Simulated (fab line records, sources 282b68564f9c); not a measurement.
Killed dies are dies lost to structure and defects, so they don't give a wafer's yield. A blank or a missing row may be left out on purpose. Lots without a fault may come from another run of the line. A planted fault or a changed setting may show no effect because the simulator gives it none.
Tool commonality check | flow rit_cmos | 15 lots, 54 wafers sampled

WHY IT WAS OPENED
At RIT_GATE_THK_MEAS_09 the reading GATE_POLY_THK is flagged on 3 of 15 lots. Wafers without a fault read 249.4 nm, standard deviation 2.3.
Rule: a lot is flagged when every wafer of it that has a number lies more than 4 standard deviations from that mean, or none has a number. The other lots count as sound.

lot  | measured    | on            | GATE_POLY_THK (nm), wafer by wafer  | flag
L289 | day 2 16:40 | film_metro-01 | 252.0 252.9 252.9                   |
L290 | day 2 20:32 | film_metro-04 | 249.2 249.3 248.3                   |
L291 | day 2 22:10 | film_metro-04 | 249.6 250.6 249.2                   |
L292 | day 3 09:11 | film_metro-03 | 252.9 251.7 252.5                   |
L293 | day 3 10:47 | film_metro-01 | 248.5 248.1 248.6                   |
L295 | day 3 23:07 | film_metro-04 | 249.1 253.7 251.2                   |
L294 | day 3 23:09 | film_metro-03 | 249.1 248.2 247.4                   |
L296 | day 4 05:56 | film_metro-01 | 252.9 251.2 254.7                   |
L297 | day 4 14:32 | film_metro-01 | 248.0 250.9 250.4                   |
L298 | day 4 18:10 | film_metro-01 | 248.1 246.0 248.5                   |
L300 | day 5 05:39 | film_metro-04 | 249.4 250.9 248.5                   |
L301 | day 5 05:39 | film_metro-01 | 249.3 248.2 248.5                   |
L302 | day 5 09:20 | film_metro-04 | 176.3 176.2 176.2 176.3 176.0 176.1 | FLAGGED
L303 | day 5 14:56 | film_metro-01 | 179.7 179.3 180.5 179.8 179.3 180.4 | FLAGGED
L305 | day 6 00:43 | film_metro-01 | 175.4 174.1 173.5 175.3 174.2 173.6 | FLAGGED
The numbers of the flagged lots are 176.8 nm on average: -72.6 nm against the usual, or -32 standard deviations.

WHICH TOOL RAN EACH LOT
The record holds 1 process step before the reading, out of a route of 202 steps. In each cell: the tool, then ch and the chambers that the sampled wafers went through, then the start.
lot  | flag    | RIT_GATE_CVD_08
L289 |         | lpcvd-01 ch 0, day 2 15:02
L290 |         | lpcvd-01 ch 0, day 2 18:55
L291 |         | lpcvd-01 ch 0, day 2 20:32
L292 |         | lpcvd-01 ch 1, day 3 07:33
L293 |         | lpcvd-01 ch 1, day 3 09:10
L295 |         | lpcvd-01 ch 0, day 3 21:29
L294 |         | lpcvd-02 ch 0, day 3 21:31
L296 |         | lpcvd-01 ch 1, day 4 04:19
L297 |         | lpcvd-02 ch 1, day 4 12:55
L298 |         | lpcvd-01 ch 0, day 4 16:32
L300 |         | lpcvd-02 ch 0, day 5 04:01
L301 |         | lpcvd-02 ch 0, day 5 04:01
L302 | FLAGGED | lpcvd-02 ch 1, day 5 07:44
L303 | FLAGGED | lpcvd-02 ch 1, day 5 13:19
L305 | FLAGGED | lpcvd-02 ch 1, day 5 23:05
What these steps do:
- RIT_GATE_CVD_08: deposits poly-Si from SiH4, target thk 250 nm, time 2220 s.
- RIT_GATE_THK_MEAS_09

FLAGGED OVER TOTAL, TOOL BY TOOL (the gauges that took the reading come last)
step                 | tool          | lots run | flagged | share of the flagged lots | sound lots run after its first flagged lot
RIT_GATE_CVD_08      | lpcvd-01      | 8        | 0       | none                      | -
RIT_GATE_CVD_08      | lpcvd-02      | 7        | 3       | all                       | 0
RIT_GATE_THK_MEAS_09 | film_metro-01 | 8        | 2       | some                      | 0
RIT_GATE_THK_MEAS_09 | film_metro-03 | 2        | 0       | none                      | -
RIT_GATE_THK_MEAS_09 | film_metro-04 | 5        | 1       | some                      | 0

WHAT THE TABLE ALLOWS
1 row of the table ran every flagged lot: lpcvd-02 at RIT_GATE_CVD_08.
- lpcvd-02 at RIT_GATE_CVD_08: 3 of its 7 lots flagged. Its last sound lot is L300 (day 5 04:01), its first flagged lot L302 (day 5 07:44): a fault that began between those two fits.
One tool is left: lpcvd-02 at RIT_GATE_CVD_08.

WHAT THE SIMULATOR HAD PUT IN
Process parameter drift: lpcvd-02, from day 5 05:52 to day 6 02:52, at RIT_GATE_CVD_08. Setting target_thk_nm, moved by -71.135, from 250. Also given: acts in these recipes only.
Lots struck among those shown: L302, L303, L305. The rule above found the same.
